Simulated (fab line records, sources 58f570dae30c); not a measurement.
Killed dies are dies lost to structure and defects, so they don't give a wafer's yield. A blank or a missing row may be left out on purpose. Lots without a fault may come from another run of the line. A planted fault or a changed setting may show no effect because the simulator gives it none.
A struck lot beside a sound one | flow berkeley_cmos170 | 14 steps out of a route of 331
Sound: wafers L772.1, L772.3, L772.5. Struck: wafers L764.1, L764.2, L764.4. The cause comes at the end.
At each step with rows: each side's tool, then ch and its chambers, then its first start. Under that, the readings that differ: sound wafers | struck wafers | difference of the means | sigmas: that difference in standard deviations of wafers without a fault.
alike: readings whose means differ by less than 2 such deviations, and words and numbers that are the same on both sides. not compared: withheld readings, readings that some wafer has no value for, bounds like >300 that may hide the same value, and numbers for which the record gives no deviation and whose values overlap.
The two part at a step that has a row with sigmas, a row that says differs or no value, or rows on one side only. Numbers that don't overlap but have no deviation are shown without sigmas and don't part them. A reading that every wafer of one side lacks parts them only if that side has two wafers or more.

first, 2 steps without rows for these wafers: UCB170_NLDD_IMPLANT_08; UCB170_NLDD_IMPLANT_09.
UCB170_NLDD_STRIP_10: strips in O2.
  sound on plasma_asher-04 ch 0,1, day 10 11:43; struck on plasma_asher-01 ch 0,1, day 9 01:22
  alike: chamber_pressure_mTorr, drypump_motor_current_A, oes_product_au, strip_time_to_endpoint_s
  not compared: rf_hours_counter_h
UCB170_NLDD_TW_MEAS_11:
  sound on film_metro-03, day 10 11:49; struck on film_metro-03, day 9 01:28
  alike: NLDD_TW
then, 1 step without rows for these wafers: UCB170_NLDD_CLEAN_12 (cleans in SPM, time 600 s).
UCB170_SPACER_CVD_00: deposits SiO2 from TEOS/O2, target thk 376 nm, time 47 s.
  sound on pecvd-04 ch 1,2, day 10 12:04; struck on pecvd-04 ch 1,2, day 9 01:43
  alike: heater_power_w
UCB170_SPACER_THK_MEAS_01:
  sound on film_metro-01, day 10 12:07; struck on film_metro-04, day 9 01:46
  alike: SPACER_TEOS_THK
then, 1 step without rows for these wafers: UCB170_SPACER_ANNEAL_02 (time 1800 s).
UCB170_SPACER_ETCHBACK_03: etches SiO2 in CHF3/CF4/Ar, stops on Si, target depth 376 nm, time 100 s.
  sound on rie_diel-02 ch 1,3, day 10 17:08; struck on rie_diel-04 ch 0,1,3, day 9 07:08
  alike: chamber_pressure_mTorr, drypump_motor_current_A, mfc_ar_sccm, oes_product_au, throttle_valve_pct
  not compared: rf_hours_counter_h
then, 3 steps without rows for these wafers: UCB170_PSD_HMDS_00 (prime time 60 s); UCB170_PSD_COAT_01 (resist thk 900 nm); UCB170_PSD_SOFTBAKE_02 (time 60 s).
UCB170_PSD_EXPOSE_03: exposes mask PSELECT MOD, target cd 1200 nm.
  sound on krf_scanner-02 ch 0, day 10 18:01; struck on krf_scanner-02, day 9 07:46
  no value came back on the struck wafers for exposure_dose_mJ_cm2, focus_offset_nm (nm); on the sound wafers exposure_dose_mJ_cm2 reads 29.53 29.46 29.52
  alike: mask
then, 1 step without rows for these wafers: UCB170_PSD_PEB_04.

WHERE THEY PART
Only at UCB170_PSD_EXPOSE_03, within this record.

WHY: what the simulator had put in
Skipped step whole: krf_scanner-02, from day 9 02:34 on, at UCB170_PSD_EXPOSE_03. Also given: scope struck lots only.
